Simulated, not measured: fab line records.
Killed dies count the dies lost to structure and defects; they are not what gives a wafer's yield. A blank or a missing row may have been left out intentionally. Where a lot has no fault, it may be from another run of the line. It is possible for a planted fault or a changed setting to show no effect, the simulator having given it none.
Which of the tools did it? | flow berkeley cmos170 | Sampling: 14 lots, 42 wafers, 4 of 331 route steps

## WHAT THE GAUGES READ, wafer by wafer
UCB170_V1_BOW_MEAS_03. Usual: V1_BOW gives 18 um (standard deviation 7).
lot  | measured     | on            | V1_BOW (um) | flag
L269 | day 8 07:08  | film metro-03 | 8 10 13     |
L268 | day 8 09:47  | film metro-03 | 13 23 9     |
L272 | day 8 15:58  | film metro-03 | 24 4 18     |
L271 | day 8 17:19  | film metro-02 | 23 10 11    |
L270 | day 8 17:37  | film metro-03 | 17 18 26    |
L273 | day 9 23:34  | film metro-03 | 20 15 29    |
L275 | day 10 00:53 | film metro-03 | 21 16 20    |
L274 | day 10 02:16 | film metro-03 | 12 35 17    |
L279 | day 10 19:34 | film metro-02 | 11 10 17    |
L287 | day 12 12:46 | film metro-03 | 10 11 21    |
L288 | day 12 14:07 | film metro-02 | 20 12 18    |
L289 | day 13 04:40 | film metro-03 | 17 15 16    |
L290 | day 13 05:58 | film metro-02 | 32 16 15    |
L291 | day 13 07:19 | film metro-02 | 15 6 12     |

UCB170_M3_CD_MEAS_90: the cd target is 700 nm. Usual: cd nm at 702 nm, with a standard deviation of 3.1.
lot  | measured     | on        | cd nm (nm)  | flag
L269 | day 8 16:53  | cd sem-01 | 693 697 699 |
L268 | day 8 20:47  | cd sem-01 | 696 700 695 |
L272 | day 9 07:08  | cd sem-02 | 705 705 708 |
L271 | day 9 07:29  | cd sem-02 | 701 703 705 |
L270 | day 9 08:05  | cd sem-02 | 700 699 700 |
L273 | day 10 17:01 | cd sem-01 | 706 702 709 |
L275 | day 10 17:17 | cd sem-02 | 698 701 703 |
L274 | day 10 17:10 | cd sem-02 | 706 704 704 |
L279 | day 11 06:17 | cd sem-01 | 705 709 706 |
L287 | day 12 23:38 | cd sem-02 | 701 699 701 |
L288 | day 13 01:40 | cd sem-02 | 705 702 702 |
L289 | day 13 16:59 | cd sem-01 | 705 703 705 |
L290 | day 13 16:59 | cd sem-02 | 701 700 699 |
L291 | day 13 17:08 | cd sem-01 | 702 702 701 |

## EACH LOT AND THE TOOL THAT RAN IT (in order: tool; ch and the chambers of the sampled wafers; start)
lot  | UCB170_M3_ETCH_17                  | UCB170_M3_STRIP_19
L269 | rie diel-01 ch 0,3, day 8 16:33    | plasma asher-01 ch 0,1, day 8 16:47
L268 | rie diel-04 ch 1,2,3, day 8 20:28  | plasma asher-03 ch 0,1, day 8 20:41
L272 | rie diel-04 ch 1,3, day 9 06:47    | plasma asher-03 ch 0,1, day 9 07:01
L271 | rie diel-01 ch 0,2,3, day 9 07:03  | plasma asher-03 ch 1, day 9 07:17
L270 | rie diel-04 ch 0,1,3, day 9 07:23  | plasma asher-01 ch 0,1, day 9 07:37
L273 | rie diel-04 ch 0,2,3, day 10 16:40 | plasma asher-01 ch 0,1, day 10 16:54
L275 | rie diel-02 ch 1,2,3, day 10 16:57 | plasma asher-01 ch 0,1, day 10 17:11
L274 | rie diel-01 ch 2,3, day 10 16:47   | plasma asher-02 ch 0,1, day 10 17:04
L279 | rie diel-04 ch 0,2,3, day 11 05:44 | plasma asher-01 ch 0,1, day 11 06:10
L287 | rie diel-01 ch 1,2,3, day 12 23:19 | plasma asher-02 ch 0,1, day 12 23:32
L288 | rie diel-01 ch 1,2, day 13 01:20   | plasma asher-02 ch 0,1, day 13 01:34
L289 | rie diel-02 ch 1,2, day 13 16:27   | plasma asher-02 ch 1, day 13 16:52
L290 | rie diel-01 ch 0,2,3, day 13 16:40 | plasma asher-01 ch 0,1, day 13 16:53
L291 | rie diel-04 ch 1,3, day 13 16:47   | plasma asher-03 ch 0, day 13 17:01
- UCB170_M3_ETCH_17: etches BARC in N2/H2.
- UCB170_M3_STRIP_19: strips in O2.

## WHAT THE TOOLS THEMSELVES READ (means of the sampled wafers that have a number; where no wafer has one, the mark that the record gives instead)
UCB170_M3_ETCH_17. Usual: drypump motor current A 5.6 A, standard deviation 0.55; oes product au 1.003 a.u., standard deviation 0.019; throttle valve pct 13.30 %, standard deviation 0.2.
lot  | tool        | drypump motor current A (A) | oes product au (a.u.) | throttle valve pct (%) | flag
L269 | rie diel-01 | 5.5                         | 1.015                 | 13.31                  |
L268 | rie diel-04 | 5.8                         | 0.989                 | 13.34                  |
L272 | rie diel-04 | 5.9                         | 1.000                 | 13.14                  |
L271 | rie diel-01 | 5.7                         | 1.005                 | 13.24                  |
L270 | rie diel-04 | 5.8                         | 1.022                 | 13.26                  |
L273 | rie diel-04 | 5.3                         | 0.768                 | 13.40                  | OFF
L275 | rie diel-02 | 5.5                         | 0.994                 | 13.51                  |
L274 | rie diel-01 | 5.4                         | 0.981                 | 13.26                  |
L279 | rie diel-04 | 5.3                         | 0.764                 | 13.40                  | OFF
L287 | rie diel-01 | 5.2                         | 1.004                 | 13.21                  |
L288 | rie diel-01 | 5.4                         | 0.994                 | 13.11                  |
L289 | rie diel-02 | 5.8                         | 1.005                 | 13.60                  |
L290 | rie diel-01 | 5.7                         | 1.003                 | 13.24                  |
L291 | rie diel-04 | 6.3                         | 0.994                 | 13.19                  |

UCB170_M3_STRIP_19. Usual: drypump motor current A 5.5 A, standard deviation 0.45; oes product au 0.535 a.u., standard deviation 0.017.
lot  | tool            | drypump motor current A (A) | oes product au (a.u.) | flag
L269 | plasma asher-01 | 5.8                         | 0.515                 |
L268 | plasma asher-03 | 5.3                         | 0.518                 |
L272 | plasma asher-03 | 5.2                         | 0.550                 |
L271 | plasma asher-03 | 5.7                         | 0.529                 |
L270 | plasma asher-01 | 6.0                         | 0.556                 |
L273 | plasma asher-01 | 5.8                         | 0.549                 |
L275 | plasma asher-01 | 6.0                         | 0.556                 |
L274 | plasma asher-02 | 5.3                         | 0.544                 |
L279 | plasma asher-01 | 6.0                         | 0.512                 |
L287 | plasma asher-02 | 5.2                         | 0.525                 |
L288 | plasma asher-02 | 5.1                         | 0.533                 |
L289 | plasma asher-02 | 5.0                         | 0.540                 |
L290 | plasma asher-01 | 5.8                         | 0.516                 |
L291 | plasma asher-03 | 4.9                         | 0.551                 |

## THE ANSWER, worked out from the rows above alone
Rule: a lot is off if the mean of its wafers that have a number lies more than 3 standard deviations from the usual mean. A lot without any number at a reading at which 4 lots or more have one is off too. Any other lot the step has rows for is counted as sound. After the gauges, taken in route order, come the tools' own readings; for these a lot's mean is taken, as printed above. At the first step where some lot is off, the reading lying furthest off is the one used; lots without a number count as furthest.
Off: L273, L279, at UCB170_M3_ETCH_17 (oes product au).
If a tool, at that step or one of the process steps before it, ran each lot that is off and ran no sound lot following the first of them, it fits. No candidate that was tried fits.

## WHAT HAD BEEN PUT IN BY THE SIMULATOR
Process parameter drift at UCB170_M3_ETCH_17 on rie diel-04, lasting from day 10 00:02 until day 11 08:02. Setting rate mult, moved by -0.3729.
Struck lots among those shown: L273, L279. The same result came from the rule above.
